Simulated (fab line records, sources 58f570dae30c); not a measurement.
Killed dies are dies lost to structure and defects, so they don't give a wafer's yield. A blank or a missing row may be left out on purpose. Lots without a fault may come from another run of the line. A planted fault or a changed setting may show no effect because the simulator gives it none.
Problem report in the 8D (eight disciplines) form, filled by code | flow berkeley_cmos170 | the parts of the form that need people (team, actions taken, sign-off) are left out

1. THE PROBLEM
cd_nm at UCB170_M1_CD_MEAS_90 reads a mean of 687.3 nm on 1 wafer of 1 lot; wafers without a fault read 699.7 nm with a standard deviation of 1.9. That is -6.5 standard deviations from the usual mean.
The step: target cd 700 nm.
First seen on wafer L154.1, day 9 19:15, on cd_sem-01. The record holds 39 wafers of 13 lots with a number at this step. Rule for "out", or "out of limits": more than 4 standard deviations from the usual mean. The other wafers with a number count as sound.

2. WHAT IT IS AND WHAT IT IS NOT
question                    | is               | is not
which readings at this step | cd_nm            | -
which lots                  | L154             | L148, L150, L151, L153, L158, L162, L164, L165, L166, L167, L169, L170
which wafers of those lots  | L154.1           | L154.4, L154.5
read on which gauges        | cd_sem-01        | cd_sem-02
when                        | from day 9 19:15 | up to then (14 sound wafers); but 24 sound wafers of L158, L162, L164, L165, L166, L167, L169, L170 came after

3. SUSPECTS, AND WHAT RULES EACH OUT
Counting: a tool at a process step up to the reading stays a suspect if it ran every lot that is out. Sound lots after the first of them don't rule it out here, since some wafers of a struck lot are sound.
- the gauge at UCB170_M1_CD_MEAS_90: ruled out. All the wafers that are out were read on cd_sem-01, but those of them that UCB170_M1_METAL_ETCH_12 has rows for are out there too, on other tools.
- rtp_anneal-02 at UCB170_CONTACT_RTA_08 (time 10 s): kept. It ran the lot that is out, L154 (day 9 15:11); its last sound lot up to then is L153 (day 9 00:49).
- rie_metal-02 at UCB170_M1_METAL_ETCH_12 (etches Al in Cl2/BCl3, stops on PSG, target depth 780 nm, time 130 s): kept. It ran the lot that is out, L154 (day 9 19:01); its last sound lot up to then is L150 (day 8 16:04). Its own readings are out on those wafers: rf_fwd_power_W.
- plasma_asher-04 at UCB170_M1_STRIP_13 (strips in O2): kept. It ran the lot that is out, L154 (day 9 19:09). Its own readings are out on those wafers: oes_product_au.
- Within rie_metal-02 at UCB170_M1_METAL_ETCH_12: the wafers that are out ran in chamber 0; their sound lot-mates ran in chamber 1.
- Within plasma_asher-04 at UCB170_M1_STRIP_13: the wafers that are out ran in chamber 1; their sound lot-mates ran in chamber 0.
Left after counting: rtp_anneal-02 at UCB170_CONTACT_RTA_08, rie_metal-02 at UCB170_M1_METAL_ETCH_12, plasma_asher-04 at UCB170_M1_STRIP_13.

4. THE CAUSE (what the simulator had put in)
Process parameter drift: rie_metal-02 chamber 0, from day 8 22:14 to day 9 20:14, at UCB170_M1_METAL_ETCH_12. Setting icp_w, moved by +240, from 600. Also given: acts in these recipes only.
Counting left 3 suspects, and this tool is among them.

5. THE CHAIN OF EFFECTS, in route order
Each row: a reading whose mean over the struck wafers that have a number lies more than 3 standard deviations from the usual. Only readings for which the record gives a usual standard deviation are gone through. hours: the time from each lot's start at the first step in this table that gives one to its start at this step, as a median over the lots. sigmas: the change in usual standard deviations.
hours | step                    | reading        | usual      | on struck wafers | change | sigmas
0     | UCB170_M1_METAL_ETCH_12 | rf_fwd_power_W | 597.2 W    | 838.6            | +241.4 | +99 or more
0     | UCB170_M1_STRIP_13      | oes_product_au | 0.720 a.u. | 0.600            | -0.120 | -26
0     | UCB170_M1_CD_MEAS_90    | cd_nm          | 699.7 nm   | 687.3            | -12.4  | -6.5
The process steps in it:
- UCB170_M1_METAL_ETCH_12: etches Al in Cl2/BCl3, stops on PSG, target depth 780 nm, time 130 s.
- UCB170_M1_STRIP_13: strips in O2.

6. WHAT WOULD HAVE CAUGHT IT SOONER
In this record the first reading out of limits at a measuring or inspecting step was taken at day 9 19:15, 21 hours after the fault began at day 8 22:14.
The tool's own readings at UCB170_M1_METAL_ETCH_12 were out on every struck wafer that the step has a row for (rf_fwd_power_W): an alarm limit on them would have fired on the first of those.
All the lots that are out (1) had begun UCB170_M1_METAL_ETCH_12 on rie_metal-02 by day 9 19:15. A hold on the tool at that time would have spared none of them.
